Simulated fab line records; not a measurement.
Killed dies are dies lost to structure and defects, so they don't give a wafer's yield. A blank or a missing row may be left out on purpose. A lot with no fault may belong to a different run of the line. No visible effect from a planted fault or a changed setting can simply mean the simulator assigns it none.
Which tool did it? || flow berkeley_cmos170 || Sampling: 6 lots, 18 wafers, 2 of 331 route steps

WHAT THE GAUGES READ, wafer by wafer
UCB170_PFIELD_OVL_MEAS_06.
{"lot": "L261", "measured": "day 5 13:11", "on": "overlay-01", "PFIELD_OVL (nm)": "1 0 -3"}
{"lot": "L270", "measured": "day 7 03:59", "on": "overlay-02", "PFIELD_OVL (nm)": "-5 2 2"}
{"lot": "L272", "measured": "day 7 15:14", "on": "overlay-01", "PFIELD_OVL (nm)": "5 4 -2"}
{"lot": "L271", "measured": "day 7 16:25", "on": "overlay-01", "PFIELD_OVL (nm)": "-8 -6 -1"}
{"lot": "L279", "measured": "day 8 10:08", "on": "overlay-02", "PFIELD_OVL (nm)": "-1 2 -6"}
{"lot": "L281", "measured": "day 8 20:04", "on": "overlay-02", "PFIELD_OVL (nm)": "-6 -3 3"}

TOOL THAT RAN EACH LOT (tool first, then ch and the chambers of the sampled wafers, then the start)
{"lot": "L261", "UCB170_ACTIVE_ETCH_15": "rie_diel-02 ch 0,1,3, day 5 11:00"}
{"lot": "L270", "UCB170_ACTIVE_ETCH_15": "rie_diel-04 ch 0,1,2, day 7 00:56"}
{"lot": "L272", "UCB170_ACTIVE_ETCH_15": "rie_diel-02 ch 0,2, day 7 13:44"}
{"lot": "L271", "UCB170_ACTIVE_ETCH_15": "rie_diel-02 ch 2,3, day 7 14:22"}
{"lot": "L279", "UCB170_ACTIVE_ETCH_15": "rie_diel-03 ch 0,1,2, day 8 08:00"}
{"lot": "L281", "UCB170_ACTIVE_ETCH_15": "rie_diel-02 ch 0,2,3, day 8 18:35"}
- UCB170_ACTIVE_ETCH_15: etches Si3N4 in CH3F/Ar/O2, stops on SiO2, target depth 242 nm, time 151 s.

THE ANSWER, worked out from the rows above alone
Rule: what is usual is taken from the lots themselves. Put in order of their means at a reading, lots are off if they are a third of the lots or fewer, leave a main group of 4 or more, and stand apart from it by a gap of 3 or more times the standard deviation of the main group's means; of several such gaps the widest counts. If all means in a main group match to the digits the tables above print for the reading, that group is not used. Also off: a lot with no number at a reading for which 4 or more lots have one. Where the step has rows for the other lots, those lots are counted as sound.
Nothing can be told from this: no lot is off at any reading shown.

WHAT THE SIMULATOR PUT IN
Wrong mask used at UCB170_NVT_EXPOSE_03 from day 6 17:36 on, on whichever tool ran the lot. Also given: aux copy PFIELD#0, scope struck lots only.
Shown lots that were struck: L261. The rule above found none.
